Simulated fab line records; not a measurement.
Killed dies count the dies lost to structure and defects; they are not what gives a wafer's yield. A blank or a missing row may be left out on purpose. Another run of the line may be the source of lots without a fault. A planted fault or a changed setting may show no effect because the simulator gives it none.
Code-filled problem report in 8D (eight disciplines) form | flow berkeley_cmos170 | the parts of the form that need people (team, actions taken, sign-off) are left out

## 1. THE ISSUE
tilt_deg at UCB170_NSD_IMPLANT_08 reads a mean of 6.171 degrees on 9 wafers of 3 lots; wafers without a fault read 6.999 degrees with a standard deviation of 0.021. That is -39 standard deviations from the usual mean.
Earliest sighting: wafer L217.1 on implanter-03 at day 10 16:42. Wafers with a number at this step in the record: 45, from 15 lots. The rule behind "out" and "out of limits": a value lying over 4 standard deviations away from the usual mean. All remaining wafers that have a number are taken as sound.

## 2. WHAT IT IS, WHAT IT ISN'T
question                    | is                     | is not
which readings at this step | tilt_deg               | beam_energy_keV
which lots                  | L217, L219, L222       | L206, L207, L209, L211, L212, L213, L215, L220, L223, L224, L227, L229
which wafers of those lots  | all that have a number | -
read on which tools         | implanter-03           | implanter-02, implanter-04
when                        | from day 10 16:42      | up to then (21 sound wafers); but 15 sound wafers of L220, L223, L224, L227, L229 came after

## 3. WHAT RULES OUT EACH SUSPECT
Counting: any tool at a process step up to the reading is kept as a suspect provided that every lot that is out went through it and no sound lot did after the first of them.
- implanter-03 at UCB170_NSD_IMPLANT_08: kept. It processed each lot that is out, first L217 at day 10 16:42, and no sound lot thereafter; up to then, the last sound lot it processed was L213 at day 9 05:53. On those wafers its own readings are out: tilt_deg.
Remaining after the count: implanter-03 at UCB170_NSD_IMPLANT_08.

## 4. THE CAUSE (what the simulator had put in)
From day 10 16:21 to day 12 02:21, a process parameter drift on implanter-03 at UCB170_NSD_IMPLANT_08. From 7, the setting tilt_deg moved by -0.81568. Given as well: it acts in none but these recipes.
Only this tool survived the counting.

## 5. SEQUENCE OF EFFECTS, ordered by route
Each row: a reading where the mean over the struck wafers with a number is more than 3 standard deviations away from the usual. Only readings for which the record gives a usual standard deviation are gone through. hours: the time from each lot's start at the first step in this table that gives one to its start at this step, as a median over the lots. sigmas: the change in usual standard deviations.
hours | step                  | reading  | usual         | on struck wafers | change | sigmas
0     | UCB170_NSD_IMPLANT_08 | tilt_deg | 6.999 degrees | 6.171            | -0.828 | -39
The process steps in it:
- UCB170_NSD_IMPLANT_08
Readings that are blank on the struck wafers while sound wafers have them: NSD_RS at UCB170_SDANNEAL_RS_MEAS_03.
Later measuring or inspecting steps at which every struck wafer that the step has a row for has a number for every such reading, and none has moved that far: UCB170_NSD_TW_MEAS_10, UCB170_CONTACT_CD_MEAS_90, UCB170_M1_CD_MEAS_09.

## 6. HOW IT WOULD HAVE BEEN CAUGHT EARLIER
0 hours passed between the start of the fault at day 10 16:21 and the first reading out of limits in this record, taken at day 10 16:42.
